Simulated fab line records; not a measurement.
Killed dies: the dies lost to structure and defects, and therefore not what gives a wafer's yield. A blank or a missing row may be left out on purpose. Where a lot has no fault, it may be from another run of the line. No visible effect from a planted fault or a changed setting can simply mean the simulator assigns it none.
Comparing a struck lot with a sound one :: flow rit_cmos :: 15 out of 202 route steps
Sound: the wafers L597.1, L597.2, L597.6. The struck wafers were L607.1, L607.5, L607.6. At the end, the cause is stated.
At each step with rows: each side's tool, then ch and its chambers, then its first start. Under that, the readings that differ: sound wafers :: struck wafers :: difference of the means :: sigmas: that difference in standard deviations of wafers without a fault.
alike: readings whose means differ by less than 2 such deviations, and words and numbers that are the same on both sides. not compared: withheld readings, readings that some wafer has no value for, bounds like >300 that may hide the same value, and numbers for which the record gives no deviation and whose values overlap.
A row with sigmas, a row that says differs or no value, or rows on one side alone: a step with any of these is where the two part. When numbers do not overlap yet have no deviation, they are printed without sigmas and do not part them. A reading that every wafer of one side lacks parts them only if that side has two wafers or more.

first, 4 steps without rows for these wafers: RIT_GATE_CLEAN_01 (cleans in SC1, time 600 s); RIT_GATE_CLEAN_02 (cleans in dHF, time 30 s); RIT_GATE_CLEAN_03 (cleans in SC2, time 600 s); RIT_GATE_CLEAN_04 (cleans in dHF, time 60 s).
RIT_FOX2_THK_MEAS_91:
  sound on film_metro-01, day 2 13:21; struck on film_metro-03, day 4 15:50
  alike: FIELD_OXIDE_LEFT_2_THK
then, 2 steps without rows for these wafers: RIT_GATE_OXIDATION_05 (target thk 3 nm, ox time 270 s); RIT_GATE_ANNEAL_06 (time 600 s).
RIT_GATE_THK_MEAS_07:
  sound on film_metro-03, day 2 15:29; struck on film_metro-03, day 4 18:11
  alike: GATE_OXIDE_THK
then, 1 step without rows for these wafers: RIT_GATE_CVD_08 (deposits poly-Si from SiH4, target thk 250 nm, time 2220 s).
RIT_GATE_THK_MEAS_09:
  sound on film_metro-01, day 2 17:10; struck on film_metro-01, day 4 20:29
  alike: GATE_POLY_THK
then, 2 steps without rows for these wafers: RIT_GATE_HMDS_10 (prime time 60 s); RIT_GATE_COAT_11 (resist thk 850 nm).
RIT_GATE_SOFTBAKE_12: time 60 s.
  sound on litho_track-02 ch 0, day 2 17:31; struck on litho_track-01 ch 0, day 4 20:51
reading: heater_power_total_W (W)
sound: 34.60 34.61 34.49
struck: 35.06 35.06 35.01
difference: +0.48
sigmas: +9

reading: plate_temp_C (C)
sound: 89.92 89.94 90.05
struck: 90.80 90.81 90.92
difference: +0.87
sigmas: +7
then, 1 step without rows for these wafers: RIT_GATE_EXPOSE_13 (exposes mask M6, target cd 150 nm).
RIT_M1_PROBE_99:
  sound on prober-02, day 3 14:22; struck on prober-02, day 5 19:13
  alike: killed_at_front_end, killed_dies, killed_on_rim, killed_open, killed_short

WHERE THEY PART
Only at RIT_GATE_SOFTBAKE_12, within this record. Later steps at which nothing parts them and some readings are alike: RIT_M1_PROBE_99.

WHY: the cause the simulator had injected
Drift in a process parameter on litho_track-01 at RIT_GATE_SOFTBAKE_12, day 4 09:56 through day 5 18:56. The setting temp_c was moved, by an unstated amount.
